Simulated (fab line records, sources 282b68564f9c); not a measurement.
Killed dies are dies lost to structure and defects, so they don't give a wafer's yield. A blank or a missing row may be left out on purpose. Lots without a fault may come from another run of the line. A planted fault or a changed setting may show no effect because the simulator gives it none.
Which tool did it? | flow rit_cmos | 7 lots, 21 wafers sampled, at 2 steps of a route of 202

WHAT THE GAUGES READ, wafer by wafer
RIT_SILICIDE_RS_MEAS_02: measures by four-point-probe.
lot  | measured    | on            | SILICIDE_TI_RS (ohm/sq)
L345 | day 3 12:05 | film_metro-02 | 50.2 49.7 50.9
L347 | day 3 20:17 | film_metro-02 | 56.0 55.8 55.7
L351 | day 4 14:44 | film_metro-03 | 57.4 57.3 57.4
L356 | day 5 14:58 | film_metro-03 | 50.2 49.9 49.7
L360 | day 6 12:11 | film_metro-03 | 49.3 49.6 49.5
L363 | day 7 02:43 | film_metro-02 | 49.1 49.2 49.5
L365 | day 7 11:58 | film_metro-04 | 50.1 49.6 49.8

WHICH TOOL RAN EACH LOT (tool, then ch and the chambers of the sampled wafers, then the start)
lot  | RIT_SILICIDE_SPUTTER_01
L345 | pvd_sputter-04, day 3 11:55
L347 | pvd_sputter-03, day 3 20:07
L351 | pvd_sputter-03, day 4 14:35
L356 | pvd_sputter-02, day 5 14:49
L360 | pvd_sputter-02, day 6 12:02
L363 | pvd_sputter-02, day 7 02:34
L365 | pvd_sputter-02, day 7 11:49
- RIT_SILICIDE_SPUTTER_01: material Ti, target thk 30 nm, time 231.4 s.

THE ANSWER, worked out from the rows above alone
Rule: what is usual is taken from the lots themselves. Put in order of their means at a reading, lots are off if they are a third of the lots or fewer, leave a main group of 4 or more, and stand apart from it by a gap of 3 or more times the standard deviation of the main group's means; of several such gaps the widest counts. A main group whose means are all the same, to the digits that the tables above print for the reading, isn't used. A lot without any number at a reading at which 4 lots or more have one is off too. The other lots that the step has rows for count as sound.
Off: L347, L351, at RIT_SILICIDE_RS_MEAS_02 (SILICIDE_TI_RS). The main group: mean 49.8 ohm/sq, standard deviation 0.35.
A tool fits if, at a process step before that reading, it ran every lot that is off, and no sound lot after the first of them. The gauges at RIT_SILICIDE_RS_MEAS_02 are tried like those tools. One fits: pvd_sputter-03 at RIT_SILICIDE_SPUTTER_01. It ran no sound lot before its first lot that is off in this sample, so the start can't be narrowed down.

WHAT THE SIMULATOR HAD PUT IN
Process parameter drift: pvd_sputter-03, from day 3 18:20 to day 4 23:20, at RIT_SILICIDE_SPUTTER_01. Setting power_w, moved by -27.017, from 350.
Lots struck among those shown: L347, L351. The rule above found the same.
